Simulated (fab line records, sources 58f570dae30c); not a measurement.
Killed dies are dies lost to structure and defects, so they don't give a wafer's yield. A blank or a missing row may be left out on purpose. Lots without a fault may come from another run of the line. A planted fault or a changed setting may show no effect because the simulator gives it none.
Chamber matching | flow berkeley_cmos170 | UCB170_V1_CMP_02 on cmp-01: 4 sister chambers
The step polishes SiO2. 4 wafers are shown with their chamber, then 10 later ones without.

WAFERS WITH THEIR CHAMBER
wafer  | chamber | motor_current_A (A)
L147.1 | 1       | 18.5
L149.5 | 3       | 15.6
L153.2 | 0       | 17.4
L153.3 | 2       | 15.1

WAFERS WITHOUT THEIR CHAMBER
wafer  | motor_current_A (A)
L153.5 | 19.7
L154.2 | 15.7
L154.3 | 15.6
L154.4 | 18.3
L155.1 | 20.6
L155.2 | 16.0
L155.4 | 15.5
L158.1 | 15.5
L158.3 | 18.1
L158.5 | 18.5

WHICH CHAMBER EACH WENT THROUGH
wafer  | from the rows above          | in truth
L153.5 | can't be placed: 1 or 0      | 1
L154.2 | can't be placed: 3 or 2      | 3
L154.3 | can't be placed: 3 or 2      | 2
L154.4 | can't be placed: 1 or 0      | 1
L155.1 | can't be placed: 1 or 0      | 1
L155.2 | can't be placed: 3 or 2 or 0 | 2
L155.4 | can't be placed: 3 or 2      | 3
L158.1 | can't be placed: 3 or 2      | 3
L158.3 | can't be placed: 1 or 0      | 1
L158.5 | can't be placed: 1 or 0      | 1
Placed correctly: 0 of 10. Can't be placed from these rows: 10 (the true chamber is among the candidates in 10). Placed wrongly: 0.
How it was worked out, from the rows above alone: a wafer's distance from a chamber is the root of the sum, over the readings, of the square of ((its reading less the chamber's mean) divided by the reading's scatter). The wafer belongs to the nearest chamber; if the next one is less than 2 further off, it can't be placed. A chamber's mean is the mean of its shown wafers. The scatter: with one shown wafer a chamber, the root of the mean of the squares of how far each hidden wafer lies from its nearest shown one.
